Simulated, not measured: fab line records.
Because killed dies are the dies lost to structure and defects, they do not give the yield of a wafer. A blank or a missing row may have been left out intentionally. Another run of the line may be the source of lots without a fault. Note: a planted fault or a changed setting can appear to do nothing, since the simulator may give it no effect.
8D (eight disciplines) problem report, filled in by code -- flow ritCmos -- the parts of the form that need people (team, actions taken, sign-off) are left out

## 1. THE PROBLEM
NLDD_OVL at RIT_NLDD_OVL_MEAS_06 reads a mean of -149.1 nm on 6 wafers of 2 lots; wafers without a fault read -0.7 nm with a standard deviation of 1.6. That is -93 standard deviations from the usual mean.
Earliest sighting: wafer L145.3 on overlay-01 at day 4 06:46. The record holds 42 wafers of 14 lots with a number at this step. Rule for "out", or "out of limits": more than 4 standard deviations from the usual mean. The rest of the wafers with a number are treated as sound.

## 2. WHAT IT IS, AND WHAT IT ISN'T
question,is,is not
which readings at this step,NLDD_OVL,-
which lots,"L145, L150","L138, L139, L140, L141, L143, L152, L153, L154, L156, L157, L158, L160"
which wafers of those lots,all that have a number,-
read on which gauges,overlay-01,overlay-02
when,from day 4 06:46,"up to then (15 sound wafers); but 21 sound wafers of L152, L153, L154, L156, L157, L158, L160 came after"

## 3. THE SUSPECTS, EACH WITH WHAT RULES IT OUT
Counting: a tool stays on the suspect list if, at a process step up to the reading, it processed all lots that are out and no sound lot following the first of them.
- the gauge at RIT_NLDD_OVL_MEAS_06: kept. All the wafers that are out were read on overlay-01, and no step on other tools shows them out.
- ilineStepper-02 at RIT_NLDD_EXPOSE_03 (exposes mask M7, target cd 40700 nm): kept. All lots that are out passed through it, beginning with L145 at day 4 06:23, and no sound lot followed; its final sound lot before that point was L139 at day 2 21:52.
The count leaves overlay-01 at RIT_NLDD_OVL_MEAS_06 and ilineStepper-02 at RIT_NLDD_EXPOSE_03.

## 4. THE CAUSE (what the simulator had put in)
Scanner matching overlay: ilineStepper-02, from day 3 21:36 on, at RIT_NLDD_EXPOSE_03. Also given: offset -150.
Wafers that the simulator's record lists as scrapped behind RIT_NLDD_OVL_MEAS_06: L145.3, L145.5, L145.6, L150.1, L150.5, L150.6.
Counting leaves 2 suspects; this tool is one of them.

## 5. THE EFFECT CHAIN, in route order
Each row: a reading where the mean over the struck wafers with a number is more than 3 standard deviations away from the usual. Scope: only readings with a usual standard deviation given in the record; hours: median across lots of the time from each lot's start at the first step in this table that gives one to its start at this step; sigmas: change in usual standard deviations.
hours,step,reading,usual,on struck wafers,change,sigmas
0,RIT_NLDD_OVL_MEAS_06,NLDD_OVL,-0.7 nm,-149.1,-148.4,-93

## 6. WHAT WOULD HAVE CAUGHT IT SOONER
9 hours passed between the start of the fault at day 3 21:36 and the first reading out of limits at a measuring or inspecting step in this record, taken at day 4 06:46.
Of the lots that are out (2), L150 began RIT_NLDD_EXPOSE_03 on ilineStepper-02 after day 4 06:46. A hold on the tool at that time would have spared it.
